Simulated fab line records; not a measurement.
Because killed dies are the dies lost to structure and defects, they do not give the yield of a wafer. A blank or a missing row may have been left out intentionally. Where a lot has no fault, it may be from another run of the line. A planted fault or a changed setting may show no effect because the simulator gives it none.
Which tool did it?	flow rit_cmos	14 lots with 42 wafers sampled at 4 steps, on a route of 202 steps

WHAT THE GAUGES SHOWED, per wafer
RIT_NLDD_OVL_MEAS_06. Usual: for NLDD_OVL the level is 0.5 nm and the standard deviation is 1.5.
lot	measured	on	NLDD_OVL (nm)	flag
L430	day 2 23:46	overlay-01	2.3 0.2 1.1	
L431	day 3 05:47	overlay-01	0.1 -0.2 -0.9	
L432	day 3 08:50	overlay-01	-0.2 -0.1 1.3	
L433	day 3 15:14	overlay-01	-1.9 1.5 0.0	
L434	day 3 20:02	overlay-01	1.9 0.1 1.0	
L435	day 3 23:39	overlay-01	-0.6 1.6 -0.3	
L436	day 4 06:48	overlay-01	-2.3 -2.8 -4.0	
L437	day 4 13:33	overlay-01	3.1 2.2 2.9	
L439	day 4 20:31	overlay-01	0.7 1.0 2.1	
L441	day 5 05:18	overlay-02	0.4 -1.9 0.8	
L442	day 5 11:06	overlay-02	1.3 3.8 3.7	
L443	day 5 13:42	overlay-02	1.0 1.4 1.0	
L444	day 5 20:35	overlay-02	-0.1 0.0 1.9	
L450	day 6 22:14	overlay-01	-0.2 0.7 -0.1	

RIT_NSD_TW_MEAS_10. Usual: for NSD_TW the level is 3105 and the standard deviation is 14.
lot	measured	on	NSD_TW	flag
L430	day 3 05:46	film_metro-01	3127 3113 3123	
L431	day 3 11:39	film_metro-02	3098 3094 3092	
L432	day 3 14:53	film_metro-02	3083 3079 3095	
L433	day 3 21:16	film_metro-03	3096 3109 3102	
L434	day 4 01:57	film_metro-01	3144 3104 3111	
L435	day 4 06:43	film_metro-03	3114 3122 3113	
L436	day 4 12:58	film_metro-02	3082 3082 3095	
L437	day 4 19:45	film_metro-02	3093 3096 3092	
L439	day 5 03:05	film_metro-01	3100 3135 3107	
L441	day 5 12:23	film_metro-03	3096 3123 3097	
L442	day 5 17:12	film_metro-03	3112 3102 3102	
L443	day 5 20:31	film_metro-01	3113 3119 3131	
L444	day 6 03:50	film_metro-02	3092 3102 3105	
L450	day 7 05:17	film_metro-02	3115 3102 3116	

TOOL THAT RAN EACH LOT (tool first, then ch and the chambers of the sampled wafers, then the start)
lot	RIT_GATE_ETCH_19	RIT_NLDD_STRIP_09
L430	rie_si-02 ch 0,2,3, day 2 19:29	plasma_asher-03 ch 0,1, day 3 00:08
L431	rie_si-01 ch 2,3, day 3 00:31	plasma_asher-02 ch 0,1, day 3 06:10
L432	rie_si-02 ch 0,2,3, day 3 02:10	plasma_asher-04 ch 0,1, day 3 09:13
L433	rie_si-01 ch 0,1, day 3 08:23	plasma_asher-02 ch 0,1, day 3 15:35
L434	rie_si-02 ch 1,2,3, day 3 15:19	plasma_asher-03 ch 0,1, day 3 20:22
L435	rie_si-01 ch 0,2,3, day 3 18:37	plasma_asher-03 ch 0,1, day 3 23:59
L436	rie_si-02 ch 0,1,2, day 4 01:58	plasma_asher-02 ch 0,1, day 4 07:11
L437	rie_si-01 ch 0,2,3, day 4 08:33	plasma_asher-03 ch 0,1, day 4 13:59
L439	rie_si-01 ch 2,3, day 4 15:26	plasma_asher-03 ch 0,1, day 4 20:51
L441	rie_si-01 ch 0,1,2, day 5 00:47	plasma_asher-02 ch 0,1, day 5 05:38
L442	rie_si-02 ch 1,2,3, day 5 06:44	plasma_asher-04 ch 0,1, day 5 11:29
L443	rie_si-01 ch 1,3, day 5 08:37	plasma_asher-03 ch 0,1, day 5 14:02
L444	rie_si-02 ch 0,1,3, day 5 15:50	plasma_asher-04 ch 0,1, day 5 20:56
L450	rie_si-02 ch 2,3, day 6 17:52	plasma_asher-04 ch 0,1, day 6 22:34
- RIT_GATE_ETCH_19: etches poly-Si in SF6/CHF3/O2, stops on SiO2, time 165 s, target depth 312.5 nm.
- RIT_NLDD_STRIP_09: strips in O2, time 180 s.

AS READ BY THE TOOLS THEMSELVES (means over the sampled wafers that have a number; for cases with no such wafer, the mark the record gives instead)
RIT_GATE_ETCH_19. Usual: CHF3_flow_sccm 29.99 sccm, standard deviation 0.088; drypump_motor_current_A 5.7 A, standard deviation 0.66; oes_product_au 0.850 a.u., standard deviation 0.017; run_length_s 193.5 s, standard deviation 0.36; throttle_valve_pct 10.28 %, standard deviation 0.1.
lot	tool	CHF3_flow_sccm (sccm)	drypump_motor_current_A (A)	oes_product_au (a.u.)	run_length_s (s)	throttle_valve_pct (%)	flag
L430	rie_si-02	29.96	5.7	0.836	193.2	10.22	
L431	rie_si-01	29.91	5.3	0.850	193.3	10.22	
L432	rie_si-02	30.03	5.7	0.852	193.4	10.23	
L433	rie_si-01	29.96	5.5	0.865	194.0	10.31	
L434	rie_si-02	29.99	5.6	0.848	193.4	10.32	
L435	rie_si-01	29.95	5.3	0.864	193.3	10.24	
L436	rie_si-02	29.99	5.7	0.857	193.4	10.34	
L437	rie_si-01	30.01	5.3	0.867	193.2	10.24	
L439	rie_si-01	29.98	5.6	0.847	193.1	10.19	
L441	rie_si-01	30.01	5.5	0.719	239.8	10.29	OFF
L442	rie_si-02	29.97	5.6	0.852	193.4	10.33	
L443	rie_si-01	29.93	6.2	0.717	239.8	10.22	OFF
L444	rie_si-02	30.01	6.1	0.840	193.4	10.30	
L450	rie_si-02	30.15	5.2	0.839	193.4	10.26	

RIT_NLDD_STRIP_09. Usual: drypump_motor_current_A at 5.4 A, with a standard deviation of 0.58.
lot	tool	drypump_motor_current_A (A)	flag
L430	plasma_asher-03	5.7	
L431	plasma_asher-02	5.5	
L432	plasma_asher-04	4.9	
L433	plasma_asher-02	6.0	
L434	plasma_asher-03	5.6	
L435	plasma_asher-03	5.6	
L436	plasma_asher-02	6.0	
L437	plasma_asher-03	5.6	
L439	plasma_asher-03	5.7	
L441	plasma_asher-02	6.0	
L442	plasma_asher-04	4.9	
L443	plasma_asher-03	5.5	
L444	plasma_asher-04	4.9	
L450	plasma_asher-04	4.9	

THE ANSWER, worked out from the rows above alone
Rule: take the mean of a lot's wafers that have a number; if it is more than 3 standard deviations from the usual mean, the lot is off. Also off: a lot with no number at a reading for which 4 or more lots have one. Where the step has rows for the other lots, those lots are counted as sound. The gauges are gone through in route order, then the tools' own readings, and for those a lot's mean is taken as printed above. At the first step where some lot is off, the reading lying furthest off is the one used; lots without a number count as furthest.
Off, at RIT_GATE_ETCH_19 on run_length_s: L441, L443.
If a tool, at that step or one of the process steps before it, ran each lot that is off and ran no sound lot following the first of them, it fits. One fits: RIT_GATE_ETCH_19 on rie_si-01. Its last sound lot is L439 (day 4 15:26), its first lot that is off L441 (day 5 00:47): a fault that began between those two fits.
The tool's own readings at RIT_GATE_ETCH_19 bear it out: on the lots that are off they differ by more than 5 times the standard deviation of the sound lots' means. oes_product_au reads 0.718 a.u. there against 0.851 a.u. on the sound lots; run_length_s reads 239.8 s there against 193.4 s on the sound lots.

WHAT WAS PUT IN BY THE SIMULATOR
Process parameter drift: rie_si-01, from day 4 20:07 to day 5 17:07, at RIT_GATE_ETCH_19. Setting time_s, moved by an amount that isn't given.
Shown lots that were struck: L441, L443. The rule given above showed the same thing.
